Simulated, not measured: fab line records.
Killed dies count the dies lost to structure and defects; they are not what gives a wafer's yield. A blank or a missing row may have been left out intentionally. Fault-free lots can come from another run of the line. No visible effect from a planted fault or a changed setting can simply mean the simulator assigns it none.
A lot that was struck, set against a sound lot	flow rit cmos	44 out of 202 route steps
Sound: these wafers, L181.2, L181.3, L181.6. The struck wafers were L177.4, L177.5, L177.6. Last of all comes the cause.
Order at every step that has rows: each side's tool, ch and its chambers, its first start. Under that, the readings that differ: sound wafers	struck wafers	difference of the means	sigmas: that difference in standard deviations of wafers without a fault.
alike: words and numbers the same on both sides, and readings whose means are apart by under 2 such deviations; not compared: readings that were withheld, readings missing a value for some wafer, numbers with overlapping values and no deviation given by the record, and bounds like >300 which may hide the same value.
Wherever a step has rows on one side only, a row that says differs or no value, or a row with sigmas, the two part there. Non-overlapping numbers with no deviation appear without sigmas and do not part them. Lack of a reading on every wafer of one side parts them only where that side has two or more wafers.

RIT_FOX2_THK_MEAS_01:
  sound on film metro-04, day 5 19:03; struck on film metro-04, day 5 02:16
  alike: FOX2_OXIDE_THK
then, 2 steps without rows for these wafers: RIT_FOX2_CLEAN_02 (cleans in dHF, time 180 s); RIT_FOX2_WET_ETCH_03 (etches Si3N4 in H3PO4, target depth 195 nm, time 2700 s).
RIT_FOX2_THK_MEAS_90:
  sound on film metro-04, day 5 19:59; struck on film metro-04, day 5 03:09
  alike: FIELD_OXIDE_LEFT_1_THK
then, 6 steps without rows for these wafers: RIT_NWELL_HMDS_00 (prime time 60 s); RIT_NWELL_COAT_01 (resist thk 1300 nm); RIT_NWELL_SOFTBAKE_02 (time 60 s); RIT_NWELL_EXPOSE_03 (exposes mask M2, target cd 43900 nm); RIT_NWELL_PEB_04; RIT_NWELL_DEVELOP_05 (develop time 68 s).
RIT_NWELL_OVL_MEAS_06:
  sound on overlay-02, day 5 21:03; struck on overlay-02, day 5 04:11
  alike: NWELL_OVL
then, 1 step without rows for these wafers: RIT_NWELL_HARDBAKE_07 (time 120 s).
RIT_NWELL_IMPLANT_08:
  sound on implanter-04 ch 0, day 5 21:22; struck on implanter-02 ch 0, day 5 04:32
reading	sound	struck	difference	sigmas
beam energy keV	170.01 169.99 170.02	153.01 152.93 152.97	-17.04	-99 or more
model.implant.rp nm (nm)	215.1 215.1 215.1	192 192 192	-23	
model.implant.drp nm (nm)	68.82 68.82 68.82	63.67 63.67 63.67	-5.15	
  alike: tilt deg
RIT_NWELL_STRIP_09: strips in O2, time 180 s.
  sound on plasma asher-01 ch 0,1, day 5 21:29; struck on plasma asher-03 ch 0,1, day 5 04:40
  alike: drypump motor current A
  not compared: rf hours counter h
RIT_NWELL_TW_MEAS_10:
  sound on film metro-04, day 5 21:40; struck on film metro-02, day 5 04:49
reading	sound	struck	difference	sigmas
NWELL_TW	2156 2180 2168	2106 2107 2117	-58	-5
then, 6 steps without rows for these wafers: RIT_PWELL_HMDS_00 (prime time 60 s); RIT_PWELL_COAT_01 (resist thk 1300 nm); RIT_PWELL_SOFTBAKE_02 (time 60 s); RIT_PWELL_EXPOSE_03 (exposes mask M3, target cd 43700 nm); RIT_PWELL_PEB_04; RIT_PWELL_DEVELOP_05 (develop time 68 s).
RIT_PWELL_OVL_MEAS_06:
  sound on overlay-02, day 5 22:36; struck on overlay-02, day 5 05:44
  alike: PWELL_OVL
then, 2 steps without rows for these wafers: RIT_PWELL_HARDBAKE_07 (time 120 s); RIT_PWELL_IMPLANT_08.
RIT_PWELL_STRIP_09: strips in O2, time 180 s.
  sound on plasma asher-01 ch 0,1, day 5 23:02; struck on plasma asher-04 ch 0,1, day 5 06:13
  alike: drypump motor current A
  not compared: rf hours counter h
RIT_PWELL_TW_MEAS_10:
  sound on film metro-02, day 5 23:13; struck on film metro-04, day 5 06:22
reading	sound	struck	difference	sigmas
PWELL_TW	958 951 953	963 963 975	+13	+2
then, 1 step without rows for these wafers: RIT_WELLDRIVE_ANNEAL_00 (time 14700 s).
RIT_WELLDRIVE_RS_MEAS_01: a four-point-probe measurement.
  sound on film metro-04, day 6 04:33; struck on film metro-04, day 5 11:32
  alike: NWELL_RS
RIT_WELLDRIVE_RS_MEAS_02: a four-point-probe measurement.
  sound on film metro-04, day 6 04:40; struck on film metro-04, day 5 11:40
reading	sound	struck	difference	sigmas
PWELL_RS (ohm/sq)	430.2 431.2 430.2	426.5 428.7 427.5	-3.0	-2
then, 6 steps without rows for these wafers: RIT_NRETRO_HMDS_00 (prime time 60 s); RIT_NRETRO_COAT_01 (resist thk 1300 nm); RIT_NRETRO_SOFTBAKE_02 (time 60 s); RIT_NRETRO_EXPOSE_03 (exposes mask M4, target cd 43900 nm); RIT_NRETRO_PEB_04; RIT_NRETRO_DEVELOP_05 (develop time 68 s).
RIT_NRETRO_OVL_MEAS_06:
  sound on overlay-01, day 6 05:39; struck on overlay-02, day 5 12:41
  alike: NRETRO_OVL
then, 2 steps without rows for these wafers: RIT_NRETRO_HARDBAKE_07 (time 120 s); RIT_NRETRO_IMPLANT_08.
RIT_NRETRO_STRIP_09: strips in O2, time 180 s.
  sound on plasma asher-04 ch 0,1, day 6 06:05; struck on plasma asher-03 ch 0,1, day 5 13:10
  alike: drypump motor current A
  not compared: rf hours counter h
RIT_NRETRO_TW_MEAS_10:
  sound on film metro-01, day 6 06:16; struck on film metro-01, day 5 13:18
  alike: NRETRO_TW
then, 2 steps without rows for these wafers: RIT_PRETRO_HMDS_00 (prime time 60 s); RIT_PRETRO_COAT_01 (resist thk 1300 nm).
RIT_M1_METAL_ETCH_12: etches Al in Cl2/BCl3, stops on SiO2, time 165 s, target depth 600 nm.
  sound on rie metal-02 ch 1, day 7 08:11; struck on rie metal-02 ch 0,1, day 6 17:49
reading	sound	struck	difference	sigmas
model.M1.cd nm (nm)	2597 2599 2597	2614 2614 2612	+16	
  alike: drypump motor current A, oes product au, throttle valve pct
  not compared: rf hours counter h
RIT_M1_PROBE_99:
  sound on prober-01, day 7 10:37; struck on prober-01, day 6 20:14
reading	sound	struck	difference	sigmas
model.etest.m1.width nm (nm)	2596 2603 2592	2615 2607 2612	+14	
model.etest.field p metal.vt v (V)	-28.49 -29.04 -29.05	-27.55 -27.27 -27.69	+1.36	
model.etest.field p.vt v (V)	-12.75 -12.72 -12.8	-11.66 -11.65 -11.66	+1.10	
model.etest.pmos narrow.vt less v (V)	0.02342 0.022 0.02113	0.02598 0.02746 0.02716	+0.00468	
  alike: killed at front end, killed dies, killed open, killed short

== WHERE THEY PART ==
Last at RIT_WELLDRIVE_RS_MEAS_02 as far as this record goes, first at RIT_NWELL_IMPLANT_08. Later steps at which nothing parts them and some readings are alike: RIT_NRETRO_OVL_MEAS_06, RIT_NRETRO_STRIP_09, RIT_NRETRO_TW_MEAS_10, RIT_M1_METAL_ETCH_12, RIT_M1_PROBE_99.

WHY: whatever the simulator had introduced
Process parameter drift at RIT_NWELL_IMPLANT_08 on implanter-02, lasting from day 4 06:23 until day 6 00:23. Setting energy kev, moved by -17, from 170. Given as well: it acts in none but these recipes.
